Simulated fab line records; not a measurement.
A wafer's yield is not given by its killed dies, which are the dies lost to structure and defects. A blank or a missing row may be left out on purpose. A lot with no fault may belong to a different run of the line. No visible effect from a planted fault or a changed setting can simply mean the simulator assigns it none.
fab line records ; flow rit-cmos
record lots=6; wafers=18; last-day=7
route steps=202 shown NLDD@111 PLDD@114 M1@202
lots with no fault: from the same line, run without faults
start-h: the number of hours between the record's first day and the start of the first shown wafer of the lot ; wait-h: hours from the lot's prior step to this one ; " as in the row above ; L1.1+2: a single row standing in for several wafers ; - no value, or no start was given ; * or withheld: withheld ; < > ~ a bound
route shown NAME@n: NAME is a module with steps in the file, n the number in the route of the first one ; usual: mean and standard deviation over wafers with no fault ; same: alike in all rows ; chamber/n: place in a boat ; sites: each site's reading ; _std_site: how widely they spread, as a standard deviation ; _edge_site: outer sites' mean less inner sites' ; radius-mm: how far each site lies from the wafer's centre ; mask NAME#n: copy n ; behind: the most recent tool/chamber to have shaped the wafer ; hold: why the lot was held/for how many hours/how that ended ; device: names the non-switching transistor (n, p or np) ; end of line: the route-end tests of the same wafers ; a step with no rows: only its recipe ; killed: dies lost to structure and defects at the first sort, not the wafer's yield ; map: a wafer's dies, marking killed ones x, the rest . and places with no die _
set.NAME: setting as actually run; set.NAME@STEP: the setting as run at that earlier step ; model.NAME: the simulator's own value behind a step, which no gauge read
lots at some steps of the route; a table a step, a row a wafer
services: when a tool's chamber went out of use (start-h, in hours from the record's first day, below 0 if earlier), for how many hours, and the reason
## steps
# step RIT_NLDD_IMPLANT_08
# recipe species=P; energy-kev=20; dose-cm2=5.079e+14; tilt-deg=7
# step RIT_NLDD_STRIP_09
# recipe chemistry=O2; time-s=180; resist=NOVOLAK; platen-temp-c=withheld; power-w=500; pressure-mtorr=4000; o2-flow-sccm=4000
# usual drypump-motor-current-A=6.01/0.29; o2-flow-sccm=4001/11
lot.wafer;tool;chamber;start-h;wait-h;drypump-motor-current-A;o2-flow-sccm;rf-hours-counter-h
L930.1;plasma-asher-03;1;54.18;0.1;6.08;4011;40
L930.2;plasma-asher-03;0;54.18;0.1;5.57;3993;40
L930.5;plasma-asher-03;1;54.18;0.1;6.04;4009;-
L938.2;plasma-asher-04;0;92.28;0.1;6.39;4023;32
L938.4;plasma-asher-04;0;92.28;0.1;6.41;3977;-
L938.6;plasma-asher-04;1;92.28;0.1;5.85;4023;-
L940.2;plasma-asher-04;1;103.24;0.1;5.87;4013;33
L940.3;plasma-asher-04;1;103.24;0.1;5.86;4011;-
L940.5;plasma-asher-04;0;103.24;0.1;6.36;4017;-
L941.2;plasma-asher-03;0;111.86;0.1;5.61;3988;45
L941.3;plasma-asher-03;1;111.86;0.1;6.02;3997;-
L941.5;plasma-asher-03;0;111.86;0.1;5.61;3997;-
L949.1;plasma-asher-04;1;148.10;0.1;5.86;4019;38
L949.2;plasma-asher-04;0;148.10;0.1;6.40;4004;38
L949.4;plasma-asher-04;1;148.10;0.1;5.85;4017;-
L950.3;plasma-asher-03;1;152.37;0.1;6.01;3992;-
L950.4;plasma-asher-03;0;152.37;0.1;5.61;3992;-
L950.5;plasma-asher-03;1;152.37;0.1;6.03;4000;-
# step RIT_NLDD_TW_MEAS_10
# usual NLDD_TW=2485/13
lot.wafer;tool;chamber;start-h;wait-h;NLDD_TW
L930.1;film-metro-01;-;54.36;0.1;2511
L930.2;film-metro-01;-;54.36;0.1;2498
L930.5;film-metro-01;-;54.36;0.1;2500
L938.2;film-metro-02;-;92.46;0.1;2465
L938.4;film-metro-02;-;92.46;0.1;2473
L938.6;film-metro-02;-;92.46;0.1;2477
L940.2;film-metro-01;-;103.43;0.1;2510
L940.3;film-metro-01;-;103.43;0.1;2507
L940.5;film-metro-01;-;103.43;0.1;2508
L941.2;film-metro-03;-;112.05;0.1;2482
L941.3;film-metro-03;-;112.05;0.1;2482
L941.5;film-metro-03;-;112.05;0.1;2466
L949.1;film-metro-02;-;148.27;0.1;2494
L949.2;film-metro-02;-;148.27;0.1;2498
L949.4;film-metro-02;-;148.27;0.1;2500
L950.3;film-metro-02;-;152.51;0.1;2503
L950.4;film-metro-02;-;152.51;0.1;2495
L950.5;film-metro-02;-;152.51;0.1;2490
# step RIT_PLDD_HMDS_00
# recipe prime-time-s=60; prime-temp-c=140
# step RIT_PLDD_COAT_01
# recipe resist=NOVOLAK; spin-rpm=3250; resist-thk-nm=1000
# step RIT_PLDD_SOFTBAKE_02
# recipe resist=NOVOLAK; temp-c=90; time-s=60
# step RIT_PLDD_EXPOSE_03
# recipe mask-id=M8; na=0.57; target-cd-nm=40900; dose-mj=250
# step RIT_PLDD_PEB_04
# recipe resist=NOVOLAK; temp-c=withheld; time-s=withheld
# step RIT_PLDD_DEVELOP_05
# recipe resist=NOVOLAK; develop-time-s=51.36; dev-temp-c=23
# step RIT_PLDD_OVL_MEAS_06
# usual PLDD_OVL=0.0/1.4
lot.wafer;tool;chamber;start-h;wait-h;PLDD_OVL[nm]
L930.1;overlay-01;-;55.27;-;2.0
L930.2;overlay-01;-;55.27;-;1.8
L930.5;overlay-01;-;55.27;-;2.1
L938.2;overlay-01;-;93.50;-;0.3
L938.4;overlay-01;-;93.50;-;-0.9
L938.6;overlay-01;-;93.50;-;-0.9
L940.2;overlay-02;-;104.33;-;-1.7
L940.3;overlay-02;-;104.33;-;-1.4
L940.5;overlay-02;-;104.33;-;-0.6
L941.2;overlay-01;-;112.95;-;1.2
L941.3;overlay-01;-;112.95;-;1.4
L941.5;overlay-01;-;112.95;-;-1.6
L949.1;overlay-01;-;149.18;-;-0.3
L949.2;overlay-01;-;149.18;-;0.2
L949.4;overlay-01;-;149.18;-;-1.8
L950.3;overlay-02;-;153.41;-;-0.1
L950.4;overlay-02;-;153.41;-;0.5
L950.5;overlay-02;-;153.41;-;-0.7
# step RIT_PLDD_HARDBAKE_07
# recipe resist=NOVOLAK; temp-c=140; time-s=60
# step RIT_PLDD_IMPLANT_08
# recipe species=BF2; energy-kev=20; dose-cm2=9e+14; tilt-deg=7
# step RIT_PLDD_STRIP_09
# recipe chemistry=O2; time-s=180; resist=NOVOLAK; platen-temp-c=withheld; power-w=500; pressure-mtorr=4000; o2-flow-sccm=4000
# usual drypump-motor-current-A=5.90/0.22; o2-flow-sccm=4001/13
lot.wafer;tool;chamber;start-h;wait-h;drypump-motor-current-A;o2-flow-sccm;rf-hours-counter-h
L930.1;plasma-asher-03;1;55.60;0.1;6.06;4013;40
L930.2;plasma-asher-03;0;55.60;0.1;5.59;4000;40
L930.5;plasma-asher-03;0;55.60;0.1;5.61;3989;-
L938.2;plasma-asher-03;0;93.83;0.1;5.59;3997;44
L938.4;plasma-asher-03;1;93.83;0.1;6.03;3986;-
L938.6;plasma-asher-03;0;93.83;0.1;5.60;4008;-
L940.2;plasma-asher-03;1;104.66;0.1;6.05;4805;45
L940.3;plasma-asher-03;1;104.66;0.1;6.04;4822;-
L940.5;plasma-asher-03;0;104.66;0.1;5.59;4778;-
L941.2;plasma-asher-03;0;113.28;0.1;5.59;4805;46
L941.3;plasma-asher-03;0;113.28;0.1;5.59;4817;-
L941.5;plasma-asher-03;0;113.28;0.1;5.58;4802;-
L949.1;plasma-asher-02;1;149.52;0.1;5.82;4006;51
L949.2;plasma-asher-02;0;149.52;0.1;5.84;3988;51
L949.4;plasma-asher-02;1;149.52;0.1;5.83;3995;-
L950.3;plasma-asher-02;1;153.79;0.1;5.83;4003;-
L950.4;plasma-asher-02;0;153.79;0.1;5.81;3984;-
L950.5;plasma-asher-02;0;153.79;0.1;5.86;3982;-
# step RIT_PLDD_TW_MEAS_10
# usual PLDD_TW=2334/12
lot.wafer;tool;chamber;start-h;wait-h;PLDD_TW
L930.1;film-metro-01;-;55.78;0.1;2340
L930.2;film-metro-01;-;55.78;0.1;2345
L930.5;film-metro-01;-;55.78;0.1;2347
L938.2;film-metro-02;-;94.01;0.1;2330
L938.4;film-metro-02;-;94.01;0.1;2312
L938.6;film-metro-02;-;94.01;0.1;2336
L940.2;film-metro-01;-;104.85;0.1;2354
L940.3;film-metro-01;-;104.85;0.1;2346
L940.5;film-metro-01;-;104.85;0.1;2363
L941.2;film-metro-02;-;113.47;0.1;2339
L941.3;film-metro-02;-;113.47;0.1;2350
L941.5;film-metro-02;-;113.47;0.1;2345
L949.1;film-metro-03;-;149.69;0.1;2322
L949.2;film-metro-03;-;149.69;0.1;2342
L949.4;film-metro-03;-;149.69;0.1;2318
L950.3;film-metro-02;-;153.93;0.1;2345
L950.4;film-metro-02;-;153.93;0.1;2339
L950.5;film-metro-02;-;153.93;0.1;2343
# step RIT_M1_PROBE_99
# usual killed-at-contacts=0.1/0.31; killed-at-front-end=7/3.3; killed-dies=7/3.3; killed-open=3.4/2.2; killed-short=3.5/2
# same gross-dies=264; killed_at_M0_to_M3=0; killed_at_M4_up=0; killed-at-back-side=0; killed-at-other=0
lot.wafer;tool;chamber;start-h;wait-h;killed-at-contacts;killed-at-front-end;killed-dies;killed-open;killed-short
L930.1;prober-02;-;73.42;0.1;0;5;5;3;2
L930.2;prober-02;-;73.47;0.1;0;4;4;2;2
L930.5;prober-02;-;73.62;0.2;0;4;4;1;3
L938.2;prober-01;-;110.04;0.1;0;4;4;3;1
L938.4;prober-01;-;110.14;0.2;0;14;14;7;7
L938.6;prober-01;-;110.24;0.2;0;9;9;4;5
L940.2;prober-01;-;118.72;0.1;0;12;12;7;4
L940.3;prober-01;-;118.77;0.2;0;6;6;5;1
L940.5;prober-01;-;118.87;0.2;0;5;5;2;3
L941.2;prober-02;-;126.94;0.1;0;14;14;8;6
L941.3;prober-02;-;126.99;0.2;0;5;5;3;2
L941.5;prober-02;-;127.09;0.2;0;5;5;3;2
L949.1;prober-02;-;164.23;0.1;0;6;6;1;5
L949.2;prober-02;-;164.28;0.1;0;4;4;2;2
L949.4;prober-02;-;164.38;0.2;0;5;5;3;2
L950.3;prober-01;-;167.27;0.2;0;6;6;2;4
L950.4;prober-01;-;167.32;0.2;2;6;8;4;4
L950.5;prober-01;-;167.37;0.2;0;4;4;2;2
# killed by level:class
L930.1 SILICIDE:geometric-particle:open=2 FOX2:geometric-particle:short=1 GATE:geometric-particle:open=1 SPACER:geometric-particle:short=1
L930.2 REOX:geometric-particle:open=2 GATE:geometric-particle:short=1 REOX:geometric-particle:short=1
L930.5 FOX2:geometric-particle:short=1 GATE:geometric-particle:open=1 GATE:geometric-particle:short=1 REOX:geometric-particle:short=1
L938.2 FOX1:geometric-particle:open=1 FOX2:geometric-particle:open=1 GATE:geometric-particle:open=1 REOX:geometric-particle:short=1
L938.4 SILICIDE:geometric-particle:open=3 SILICIDE:geometric-particle:short=3 GATE:geometric-particle:open=2 SPACER:geometric-particle:short=2 FOX1:geometric-particle:short=1 FOX2:geometric-particle:open=1 GATE:geometric-particle:short=1 SPACER:geometric-particle:open=1
L938.6 GATE:geometric-particle:open=3 SILICIDE:geometric-particle:short=3 FOX1:geometric-particle:short=2 SPACER:geometric-particle:open=1
L940.2 GATE:geometric-particle:open=2 SILICIDE:geometric-particle:open=2 FOX1:geometric-particle:short=1 FOX2:geometric-particle:open=1 FOX2:geometric-particle:short=1 GATE:geometric-particle:short=1 REOX:geometric-particle:open=1 SPACER:geometric-particle:open=1
L940.3 GATE:geometric-particle:open=3 ACTIVE:geometric-particle:open=1 SILICIDE:geometric-particle:short=1 SILICIDE:geometric-particle:open=1
L940.5 FOX1:geometric-particle:open=1 FOX1:geometric-particle:short=1 FOX2:geometric-particle:open=1 GATE:geometric-particle:short=1 SPACER:geometric-particle:short=1
L941.2 FOX2:geometric-particle:open=4 GATE:geometric-particle:short=3 GATE:geometric-particle:open=2 REOX:geometric-particle:short=2 FOX1:geometric-particle:open=1 SPACER:geometric-particle:open=1 SILICIDE:geometric-particle:short=1
L941.3 SPACER:geometric-particle:open=2 GATE:geometric-particle:short=1 SPACER:geometric-particle:short=1 SILICIDE:geometric-particle:open=1
L941.5 REOX:geometric-particle:open=2 GATE:geometric-particle:short=1 SPACER:geometric-particle:open=1 SPACER:geometric-particle:short=1
L949.1 GATE:geometric-particle:short=3 FOX1:geometric-particle:short=1 REOX:geometric-particle:short=1 SILICIDE:geometric-particle:open=1
L949.2 FOX1:geometric-particle:open=1 GATE:geometric-particle:short=1 REOX:geometric-particle:open=1 SILICIDE:geometric-particle:short=1
L949.4 GATE:geometric-particle:open=2 FOX1:geometric-particle:short=1 FOX2:geometric-particle:open=1 SPACER:geometric-particle:short=1
L950.3 GATE:geometric-particle:short=2 GATE:geometric-particle:open=2 FOX1:geometric-particle:short=1 SILICIDE:geometric-particle:short=1
L950.4 GATE:geometric-particle:short=3 REOX:geometric-particle:open=2 CONTACT:geometric-particle:open=2 ACTIVE:geometric-particle:short=1
L950.5 GATE:geometric-particle:open=1 GATE:geometric-particle:short=1 SILICIDE:geometric-particle:short=1 SILICIDE:geometric-particle:open=1
## services
tool;chamber;start-h;hours;kind
plasma-asher-03;-;37.01;14.6;pm
plasma-asher-02;-;51.44;2.8;pm
## key
first-sign step=RIT_PLDD_STRIP_09; reading=o2-flow-sccm; direction=up; sigmas=63; usual=4001; struck=4805
effect none on later readings
met-at RIT_PLDD_STRIP_09
struck-wafers L940.2,L940.3,L940.5,L941.2,L941.3,L941.5
tester-left-out L940,L941
onset-between 93.83 104.66
fault kind=process-parameter-drift; tool=plasma-asher-03; chamber=-; onset-h=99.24; steps=RIT_PLDD_STRIP_09; channel=o2-flow-sccm; offset=800; shape=step; end-h=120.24; acts-in=these-recipes-only; stated=4000
# tester-left-out: of these lots the tester's yield and bins aren't shown, on N5 and GAA mostly nor the transistor test; their killed dies are dies lost to structure and defects alone, not to doping, threshold or leakage, so they don't give the yield
